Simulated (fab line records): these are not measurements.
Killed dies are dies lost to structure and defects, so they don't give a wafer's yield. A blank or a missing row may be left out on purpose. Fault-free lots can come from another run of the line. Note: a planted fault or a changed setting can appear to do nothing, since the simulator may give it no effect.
Check of tool commonality	flow berkeleyCmos170	8 lots and 36 wafers in the sample

## WHY THIS WAS OPENED
Of 8 lots, 4 have the reading NLDD_TW flagged at UCB170_NLDD_TW_MEAS_11. Wafers without a fault read 2202, standard deviation 18.
Rule: a lot is flagged when every wafer of it that has a number lies more than 4 standard deviations from that mean, or none has a number. The rest of the lots are taken to be sound.

lot	measured	on	NLDD_TW, wafer by wafer	flag
L149	day 7 09:17	filmMetro-01	2198 2196 2186	
L148	day 7 09:43	filmMetro-04	2180 2172 2180	
L152	day 8 00:50	filmMetro-01	2200 2215 2211	
L151	day 8 02:09	filmMetro-04	2188 2179 2192	
L153	day 8 02:31	filmMetro-01	1914 1913 1905 1899 1911 1916	FLAGGED
L150	day 8 02:44	filmMetro-03	1923 1912 1920 1930 1924 1921	FLAGGED
L155	day 9 03:32	filmMetro-03	1938 1938 1947 1941 1942 1941	FLAGGED
L154	day 9 03:48	filmMetro-04	1897 1897 1899 1888 1904 1902	FLAGGED
On average the flagged lots' numbers are 1918, which is -284 against the usual, or -16 standard deviations.

## TOOL THAT RAN EACH LOT
The record holds 1 process step before the reading, out of a route of 331 steps. Every cell lists first the tool, next ch and the chambers used by the sampled wafers, and last the start.
lot	flag	UCB170_NLDD_IMPLANT_08
L149		implanter-01 ch 0, day 7 08:55
L148		implanter-02 ch 0, day 7 09:19
L152		implanter-04 ch 0, day 8 00:26
L151		implanter-02 ch 0, day 8 01:45
L153	FLAGGED	implanter-04 ch 0, day 8 02:08
L150	FLAGGED	implanter-02 ch 0, day 8 02:20
L155	FLAGGED	implanter-01 ch 0, day 9 03:08
L154	FLAGGED	implanter-02 ch 0, day 9 03:25
These steps, and what they do:
- UCB170_NLDD_IMPLANT_08
- UCB170_NLDD_TW_MEAS_11

## FLAGGED AGAINST TOTAL, ONE TOOL AT A TIME (gauges that did the reading follow at the end)
step	tool	lots run	flagged	share of the flagged lots	sound lots run after its first flagged lot
UCB170_NLDD_IMPLANT_08	implanter-01	2	1	some	0
UCB170_NLDD_IMPLANT_08	implanter-02	4	2	some	0
UCB170_NLDD_IMPLANT_08	implanter-04	2	1	some	0
UCB170_NLDD_TW_MEAS_11	filmMetro-01	3	1	some	0
UCB170_NLDD_TW_MEAS_11	filmMetro-03	2	2	some	0
UCB170_NLDD_TW_MEAS_11	filmMetro-04	3	1	some	0

## WHAT THE TABLE ALLOWS
No row of the table ran every flagged lot.

## WHAT HAD BEEN PUT IN BY THE SIMULATOR
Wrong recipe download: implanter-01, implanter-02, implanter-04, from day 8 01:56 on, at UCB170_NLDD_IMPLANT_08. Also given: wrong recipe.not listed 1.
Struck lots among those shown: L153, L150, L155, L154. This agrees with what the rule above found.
